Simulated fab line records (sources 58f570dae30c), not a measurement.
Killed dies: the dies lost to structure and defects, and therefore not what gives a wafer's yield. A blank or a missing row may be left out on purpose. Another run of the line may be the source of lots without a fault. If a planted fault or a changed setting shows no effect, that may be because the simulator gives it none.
Matching of chambers + flow berkeleyCmos170 + UCB170_V2_CVD_00 on pecvd-01: 3 sister chambers
The step deposits SiO2 from TEOS/O2, target thk 2000 nm, time 250 s. 3 wafers are shown with their chamber, then 8 later ones without.

== WAFERS, EACH WITH ITS CHAMBER ==
| wafer  | chamber | heaterPowerW (W) |
|--------|---------|------------------|
| L578.2 | 2       | 195              |
| L579.4 | 1       | 225              |
| L576.2 | 0       | 309              |

== WAFERS WITHOUT THEIR CHAMBER ==
| wafer  | heaterPowerW (W) |
|--------|------------------|
| L576.3 | 249              |
| L576.5 | 224              |
| L581.2 | 243              |
| L581.5 | 171              |
| L581.6 | 237              |
| L580.2 | 306              |
| L580.5 | 236              |
| L580.6 | 240              |

== WHICH CHAMBER EACH WENT THROUGH ==
| wafer  | from the rows above     | in truth |
|--------|-------------------------|----------|
| L576.3 | can't be placed: 1 or 2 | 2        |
| L576.5 | can't be placed: 1 or 2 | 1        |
| L581.2 | can't be placed: 1 or 2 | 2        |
| L581.5 | can't be placed: 2 or 1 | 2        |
| L581.6 | can't be placed: 1 or 2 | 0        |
| L580.2 | 0                       | 0        |
| L580.5 | can't be placed: 1 or 2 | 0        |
| L580.6 | can't be placed: 1 or 2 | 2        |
Correct placement for 1 of the 8. From these rows, 7 cannot be placed; in 5 the true chamber is one of the candidates. Wrongly placed: 0.
How it was worked out, from the rows above alone: a wafer's distance from a chamber is the root of the sum, over the readings, of the square of ((its reading less the chamber's mean) divided by the reading's scatter). The wafer belongs to the nearest chamber; if the next one is less than 2 further off, it can't be placed. A chamber's mean is the mean of its shown wafers. The scatter: with one shown wafer a chamber, the root of the mean of the squares of how far each hidden wafer lies from its nearest shown one.
